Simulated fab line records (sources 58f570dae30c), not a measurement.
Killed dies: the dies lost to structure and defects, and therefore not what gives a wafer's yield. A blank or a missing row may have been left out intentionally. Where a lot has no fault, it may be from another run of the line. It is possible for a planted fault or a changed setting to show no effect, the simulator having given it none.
Matching of chambers + flow berkeley-cmos170 + UCB170_PWELL_ETCH_14 on rie-diel-03 has 4 sister chambers
The step etches Si3N4 in CH3F/Ar/O2, stops on SiO2, target depth 242 nm, time 151 s. 4 wafers are shown with their chamber, then 7 later ones without.

## WAFERS WITH THEIR CHAMBER
| wafer  | chamber | throttle-valve-pct (%) |
|--------|---------|------------------------|
| L140.1 | 3       | 8.13                   |
| L140.2 | 2       | 7.91                   |
| L141.3 | 1       | 8.24                   |
| L141.4 | 0       | 7.82                   |

## WAFERS WITH NO CHAMBER GIVEN
| wafer  | throttle-valve-pct (%) |
|--------|------------------------|
| L141.5 | 8.13                   |
| L143.2 | 7.82                   |
| L143.3 | 8.23                   |
| L143.4 | 8.11                   |
| L148.1 | 7.91                   |
| L148.2 | 7.82                   |
| L148.5 | 8.24                   |

## CHAMBER TAKEN BY EACH
| wafer  | from the rows above | in truth |
|--------|---------------------|----------|
| L141.5 | 3                   | 3        |
| L143.2 | 0                   | 0        |
| L143.3 | 1                   | 1        |
| L143.4 | 3                   | 3        |
| L148.1 | 2                   | 2        |
| L148.2 | 0                   | 0        |
| L148.5 | 1                   | 1        |
Correct placement for 7 of the 7. From these rows, 0 cannot be placed. Wrongly placed: 0.
How it was worked out, from the rows above alone: a wafer's distance from a chamber is the root of the sum, over the readings, of the square of ((its reading less the chamber's mean) divided by the reading's scatter). If the next closest chamber is less than 2 further off than the closest, the wafer can't be placed; otherwise it belongs to the closest. For every chamber, the mean is computed from those of its wafers that are shown. The scatter (one wafer shown for each chamber): square how far every hidden wafer sits from the nearest shown wafer, average those squares and take the square root.
